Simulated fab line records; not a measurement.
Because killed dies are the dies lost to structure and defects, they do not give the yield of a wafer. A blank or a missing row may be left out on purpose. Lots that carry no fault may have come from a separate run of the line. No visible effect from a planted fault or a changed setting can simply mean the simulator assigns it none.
What tool caused it?	flow rit_cmos	13 lots with 39 wafers sampled at 2 steps, on a route of 202 steps

## WHAT THE GAUGES READ, wafer by wafer
RIT_SPACER_THK_MEAS_04. Usual: SPACER_NITRIDE_THK typically reads 245.8 nm, with standard deviation 2.7.
lot	measured	on	SPACER_NITRIDE_THK (nm)	flag
L226	day 3 08:11	film_metro-02	249.7 247.0 247.3	
L227	day 3 13:07	film_metro-03	249.4 249.7 250.8	
L228	day 3 13:27	film_metro-02	247.0 248.3 249.0	
L229	day 3 21:31	film_metro-03	246.5 245.4 250.7	
L231	day 4 04:44	film_metro-01	247.3 248.7 249.9	
L233	day 4 11:28	film_metro-03	245.2 245.7 247.0	
L235	day 5 07:40	film_metro-01	245.2 244.4 244.4	
L236	day 5 12:53	film_metro-02	250.8 248.4 249.3	
L239	day 6 08:54	film_metro-02	242.9 242.4 242.9	
L240	day 6 09:16	film_metro-03	246.0 245.1 242.8	
L241	day 6 12:08	film_metro-03	243.7 243.1 242.7	
L243	day 7 02:49	film_metro-02	247.1 247.7 250.2	
L245	day 7 07:48	film_metro-03	407.1 412.2 407.8	OFF

## WHICH TOOL RAN EACH LOT (tool, then ch and the chambers of the sampled wafers, then the start)
lot	RIT_SPACER_CVD_03
L226	lpcvd-01 ch 0, day 3 06:16
L227	lpcvd-02 ch 0, day 3 11:12
L228	lpcvd-01 ch 1, day 3 11:32
L229	lpcvd-01 ch 1, day 3 19:35
L231	lpcvd-02 ch 0, day 4 02:49
L233	lpcvd-02 ch 0, day 4 09:31
L235	lpcvd-01 ch 1, day 5 05:45
L236	lpcvd-01 ch 1, day 5 10:56
L239	lpcvd-02 ch 1, day 6 06:59
L240	lpcvd-01 ch 0, day 6 07:21
L241	lpcvd-01 ch 1, day 6 10:13
L243	lpcvd-01 ch 0, day 7 00:53
L245	lpcvd-02 ch 1, day 7 05:53
- RIT_SPACER_CVD_03: deposits Si3N4 from SiH2Cl2/NH3, target thk 250 nm, time 3300 s.

## AS READ BY THE TOOLS THEMSELVES (means over the sampled wafers that have a number; for cases with no such wafer, the mark the record gives instead)
RIT_SPACER_CVD_03. Usual: sih2cl2_flow_sccm 57.22 sccm, standard deviation 0.15; spike_tc_centre_C 812.1 C, standard deviation 1.1; spike_tc_load_C 835.5 C, standard deviation 1.6; spike_tc_source_C 830.7 C, standard deviation 1.4; susceptor_temp_C 810.1 C, standard deviation 0.35; zone_power_source_pct 22.7 %, standard deviation 0.82.
lot	tool	sih2cl2_flow_sccm (sccm)	spike_tc_centre_C (C)	spike_tc_load_C (C)	spike_tc_source_C (C)	susceptor_temp_C (C)	zone_power_source_pct (%)	flag
L226	lpcvd-01	57.38	812.6	835.9	830.9	809.9	23.3	
L227	lpcvd-02	57.36	812.9	836.4	831.0	810.2	23.2	
L228	lpcvd-01	57.27	811.6	833.0	830.4	810.3	21.8	
L229	lpcvd-01	57.37	811.5	834.2	829.0	810.0	21.7	
L231	lpcvd-02	57.23	811.6	836.0	830.4	809.7	23.2	
L233	lpcvd-02	57.35	812.3	836.1	829.7	810.0	23.0	
L235	lpcvd-01	57.10	810.9	834.1	828.9	810.2	21.5	
L236	lpcvd-01	57.27	811.9	834.6	830.3	810.2	21.5	
L239	lpcvd-02	57.04	813.9	833.9	832.3	809.7	23.5	
L240	lpcvd-01	57.19	811.4	837.3	830.8	809.3	23.4	
L241	lpcvd-01	57.27	812.9	834.2	829.3	809.8	21.7	
L243	lpcvd-01	57.16	811.8	836.4	830.6	810.3	23.4	
L245	lpcvd-02	57.15	858.7	879.6	877.6	855.2	26.4	OFF

## THE ANSWER, worked out from the rows above alone
Rule: lot off if the mean of its wafers having a number is beyond 3 standard deviations from the usual mean. Also off: a lot with no number at a reading for which 4 or more lots have one. Any other lot the step has rows for is counted as sound. Order of review: gauges by route order, followed by the tools' own readings, for which a lot's mean as printed above is used. The first step at which some lot is off is used, and at that step the reading that is off furthest; a lot without a number counts as furthest.
Off: L245, seen at RIT_SPACER_THK_MEAS_04 (SPACER_NITRIDE_THK).
A tool fits if, at a process step before that reading, it ran every lot that is off, and no sound lot after the first of them. Not tried: the gauges at RIT_SPACER_THK_MEAS_04; whatever is off there is also off at RIT_SPACER_CVD_03, on other tools, and gauge error can't account for it. One fits: lpcvd-02 at RIT_SPACER_CVD_03. A fault onset in the window from L239 (day 6 06:59, its last sound lot) to L245 (day 7 05:53, its first lot off) fits.
The tool's own readings at RIT_SPACER_CVD_03 bear it out: on the lots that are off they differ by more than 5 times the standard deviation of the sound lots' means. spike_tc_centre_C reads 858.7 C there against 812.1 C on the sound lots; spike_tc_load_C reads 879.6 C there against 835.2 C on the sound lots; spike_tc_source_C reads 877.6 C there against 830.3 C on the sound lots; susceptor_temp_C reads 855.2 C there against 810.0 C on the sound lots.

## WHAT WAS PUT IN BY THE SIMULATOR
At RIT_SPACER_CVD_03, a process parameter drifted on lpcvd-02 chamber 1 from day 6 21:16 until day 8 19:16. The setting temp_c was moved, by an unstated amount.
Shown lots that were struck: L245. The rule above reached the same finding.
